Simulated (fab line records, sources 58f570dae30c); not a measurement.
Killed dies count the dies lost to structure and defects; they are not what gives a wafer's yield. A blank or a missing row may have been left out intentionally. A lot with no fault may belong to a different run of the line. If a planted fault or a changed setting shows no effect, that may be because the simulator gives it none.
The tool behind it: which one?	flow berkeley_cmos170	21 wafers from 7 lots sampled at 5 of the route's 331 steps

## WHAT THE GAUGES SHOWED, per wafer
UCB170_SDANNEAL_RS_MEAS_03: the measuring method here is four-point-probe.
lot	measured	on	NSD_RS (ohm/sq)
L636	day 8 04:53	film_metro-03	37.20 37.23 37.31
L638	day 8 17:35	film_metro-03	37.28 37.27 37.27
L637	day 8 18:00	film_metro-01	37.38 37.25 37.26
L644	day 9 11:05	film_metro-02	37.07 37.11 37.24
L645	day 10 08:05	film_metro-01	42.95 42.97 43.08
L653	day 10 23:44	film_metro-03	37.33 37.23 37.19
L656	day 11 16:49	film_metro-02	37.32 37.34 37.21

## TOOL THAT RAN EACH LOT (tool first, then ch and the chambers of the sampled wafers, then the start)
lot	UCB170_GATE_ETCH_14	UCB170_NSD_IMPLANT_08	UCB170_NSD_STRIP_09	UCB170_BACKSIDE_STRIP_03
L636	rie_diel-01 ch 0,1,2, day 7 12:10	implanter-02 ch 0, day 8 02:41	plasma_asher-04 ch 0,1, day 8 02:49	plasma_asher-03 ch 0,1, day 8 04:20
L638	rie_diel-04 ch 1,2,3, day 8 02:16	implanter-03 ch 0, day 8 15:55	plasma_asher-03 ch 0,1, day 8 16:04	plasma_asher-02 ch 0,1, day 8 16:55
L637	rie_diel-02 ch 0,1,3, day 8 02:32	implanter-03 ch 0, day 8 16:24	plasma_asher-04 ch 0,1, day 8 16:33	plasma_asher-01 ch 0,1, day 8 17:27
L644	rie_diel-04 ch 0,3, day 8 18:26	implanter-04 ch 0, day 9 09:38	plasma_asher-03 ch 0,1, day 9 09:46	plasma_asher-01 ch 0,1, day 9 10:33
L645	rie_diel-01 ch 0,1, day 9 13:52	implanter-04 ch 0, day 10 05:44	plasma_asher-04 ch 0,1, day 10 05:50	plasma_asher-02 ch 0,1, day 10 07:20
L653	rie_diel-01 ch 1,2,3, day 10 07:13	implanter-02 ch 0, day 10 22:16	plasma_asher-01 ch 0,1, day 10 22:25	plasma_asher-02 ch 0,1, day 10 23:13
L656	rie_diel-02 ch 0,1,3, day 10 22:53	implanter-02 ch 0, day 11 15:21	plasma_asher-04 ch 0, day 11 15:30	plasma_asher-03 ch 0,1, day 11 16:18
- UCB170_GATE_ETCH_14: etches BARC in N2/H2.
- UCB170_NSD_IMPLANT_08
- UCB170_NSD_STRIP_09: strips in O2.
- UCB170_BACKSIDE_STRIP_03: strips in O2.

## THE ANSWER, worked out from the rows above alone
Rule: usual is defined by the lots themselves. The widest of any qualifying gaps counts: lots, ordered by their means at a reading, are off when they make up no more than a third of the lots, leave a main group of 4 or more, and stand apart from it by 3 or more times the standard deviation of that group's means. If all means in a main group match to the digits the tables above print for the reading, that group is not used. A lot without any number at a reading at which 4 lots or more have one is off too. Where the step has rows for the other lots, those lots are counted as sound.
Off: L645, seen at UCB170_SDANNEAL_RS_MEAS_03 (NSD_RS). The main group: mean 37.25 ohm/sq, standard deviation 0.052.
If a tool, at a process step before that reading, ran all the lots that are off and no sound lot after the first of them, it fits. Those tools and the gauges at UCB170_SDANNEAL_RS_MEAS_03 are tried in the same way. This does not decide it: 2 tools fit, namely implanter-04 at UCB170_NSD_IMPLANT_08 and film_metro-01 at UCB170_SDANNEAL_RS_MEAS_03.

## WHAT THE SIMULATOR PUT IN
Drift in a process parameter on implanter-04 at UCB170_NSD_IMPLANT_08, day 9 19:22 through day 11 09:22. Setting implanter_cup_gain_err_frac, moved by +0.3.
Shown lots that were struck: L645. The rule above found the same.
